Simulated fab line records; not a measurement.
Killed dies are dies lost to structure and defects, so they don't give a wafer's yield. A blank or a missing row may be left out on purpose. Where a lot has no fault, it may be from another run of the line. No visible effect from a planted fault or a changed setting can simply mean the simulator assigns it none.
2 desks looking at one fault | flow rit cmos | what lay behind the numbers comes last; until then each desk has only its own

METROLOGY DESK
Lot by lot, what the gauges showed, no matter which tool ran the lot: averages of those sampled wafers that carry a number. If a lot's mean is further than 4 standard deviations from the usual mean, the lot is out of limits and carries the mark OUT (the distance appears in the brackets).
Columns: A = ACTIVE_OXIDE_THK at RIT_ACTIVE_THK_MEAS_02, usual 46.8 nm; B = ACTIVE_NITRIDE_THK at RIT_ACTIVE_THK_MEAS_04, usual 150.2 nm; C = cd nm at RIT_ACTIVE_CD_MEAS_11, usual 1400.3 nm
lot  | first seen here | A    | B     | C
L253 | day 3 19:03     | 46.8 | 150.5 | 1398.9
L254 | day 4 00:56     | 46.2 | 150.3 | 1403.5
L259 | day 5 02:15     | 47.1 | 149.0 | 1401.0
L262 | day 5 16:23     | 46.4 | 150.1 | 1401.7
L264 | day 6 02:55     | 48.1 | 150.4 | 1402.4
L265 | day 6 07:55     | 46.7 | 148.4 | 1400.4
Result from this desk: across the 6 lots, nothing is out of limits.

THE TOOL OWNER'S DESK: rie diel-02
The tool's own readings at RIT_ACTIVE_ETCH_13 (etches Si3N4 in SF6, stops on SiO2, time 210 s, target depth 210 nm): means of the sampled wafers that have a number, for each lot that ran on this tool. If a lot's mean is further than 4 standard deviations from the usual mean, the lot is out of limits and carries the mark OUT (the distance appears in the brackets).
Columns: A = drypump motor current A at RIT_ACTIVE_ETCH_13, usual 5.6 A; B = oes product au at RIT_ACTIVE_ETCH_13, usual 0.815 a.u.; C = rf fwd power W at RIT_ACTIVE_ETCH_13, usual 124.6 W; D = throttle valve pct at RIT_ACTIVE_ETCH_13, usual 7.49 %
lot  | first seen here | A   | B     | C               | D
L254 | day 4 03:43     | 5.7 | 0.814 | 124.9           | 7.56
L262 | day 5 19:13     | 5.2 | 0.815 | 141.3 (+43) OUT | 7.43
L264 | day 6 05:41     | 5.2 | 0.819 | 140.9 (+42) OUT | 7.43
This desk's verdict: out of limits on L262, L264, starting with L262 at day 5 19:13 (rf fwd power W at RIT_ACTIVE_ETCH_13). L254 stayed within limits.

ALL TOGETHER
An alarm could have come from the tool owner's desk at day 5 19:13, on L262, L264.
From the metrology desk's view, nothing was out of limits.
The metrology desk holds a record of L262, L264, inside its limits.
Every lot named ran RIT_ACTIVE_ETCH_13 on rie diel-02.

WHAT WAS PUT IN BY THE SIMULATOR
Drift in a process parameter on rie diel-02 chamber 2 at RIT_ACTIVE_ETCH_13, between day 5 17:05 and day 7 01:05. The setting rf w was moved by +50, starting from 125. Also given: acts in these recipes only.
Struck lots among those shown: L262, L264.
Delay in hours, fault start to first out-of-limits reading, by desk: the tool owner's desk at 2.
